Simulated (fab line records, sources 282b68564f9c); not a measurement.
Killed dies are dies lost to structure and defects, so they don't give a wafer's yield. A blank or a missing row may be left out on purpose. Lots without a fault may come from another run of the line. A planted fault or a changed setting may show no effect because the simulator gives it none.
One fault seen from 2 desks | flow rit_cmos | each desk has only its own numbers; what lay behind them comes last

THE METROLOGY DESK
What the gauges read, lot by lot, whatever tool the lot ran on: means of the sampled wafers that have a number. A lot is out of limits, marked OUT, if its mean lies more than 4 standard deviations from the usual mean; the brackets give that distance.
Columns: A = INCOMING_BOW at RIT_ACTIVE_BOW_MEAS_00, usual 1 um; B = ACTIVE_NITRIDE_THK at RIT_ACTIVE_THK_MEAS_04, usual 150.4 nm; C = FOX1_OXIDE_THK at RIT_FOX1_THK_MEAS_01, usual 353 nm; D = PSD_RS at RIT_SDANNEAL_RS_MEAS_04, usual 115.91 ohm/sq
lot  | first seen here | A  | B     | C   | D
L430 | day 1 10:02     | -6 | 151.3 | 355 | 115.67
L431 | day 1 15:00     | 8  | 151.0 | 344 | 115.68
L432 | day 1 20:01     | -6 | 151.0 | 348 | 115.91
L433 | day 2 01:00     | 2  | 151.2 | 356 | 116.05
L435 | day 2 11:00     | -1 | 150.8 | 355 | 115.88
L437 | day 2 21:02     | -3 | 150.9 | 354 | 116.32
L442 | day 3 22:01     | -7 | 150.8 | 358 | 115.94
L443 | day 4 03:01     | 1  | 148.9 | 352 | 115.91
L445 | day 4 13:00     | 7  | 151.3 | 364 | 115.06
L446 | day 4 18:00     | -5 | 146.7 | 351 | 115.08
L449 | day 5 09:01     | 10 | 152.6 | 356 | 116.26
L450 | day 5 14:02     | 1  | 149.4 | 354 | 115.93
L452 | day 6 00:00     | 4  | 151.1 | 352 | 115.61
L453 | day 6 05:01     | 5  | 149.6 | 354 | 116.45
This desk's finding: nothing out of limits on any of the 14 lots.

THE TOOL OWNER'S DESK: implanter-01
The tool's own readings at RIT_PSD_IMPLANT_08: means of the sampled wafers that have a number, for each lot that ran on this tool. A lot is out of limits, marked OUT, if its mean lies more than 4 standard deviations from the usual mean; the brackets give that distance.
Columns: A = beam_on_s at RIT_PSD_IMPLANT_08, usual 11.1 s; B = dose_ions_cm2 at RIT_PSD_IMPLANT_08, usual 5e+15
lot  | first seen here | A    | B
L433 | day 4 09:11     | 12.2 | 5e+15
L435 | day 4 13:57     | 12.0 | 5e+15
L445 | day 6 08:57     | 13.1 | 5e+15 (+87) OUT
L446 | day 6 12:43     | 12.8 | 5e+15 (+87) OUT
This desk's finding: out of limits on L445, L446; first on L445, day 6 08:57 (dose_ions_cm2 at RIT_PSD_IMPLANT_08). In limits: L433, L435.

PUT TOGETHER
The tool owner's desk could have raised an alarm at day 6 08:57, on L445, L446.
The metrology desk saw nothing out of limits.
The metrology desk has L445, L446 on record, within its limits.
Of the lots named, all ran RIT_PSD_IMPLANT_08 on implanter-01.

WHAT THE SIMULATOR HAD PUT IN
Process parameter drift: implanter-01, from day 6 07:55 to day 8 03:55, at RIT_PSD_IMPLANT_08. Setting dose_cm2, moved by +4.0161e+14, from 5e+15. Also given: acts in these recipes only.
Lots struck among those shown: L445, L446.
Hours from the fault's start to each desk's first reading out of limits: the tool owner's desk, 1.
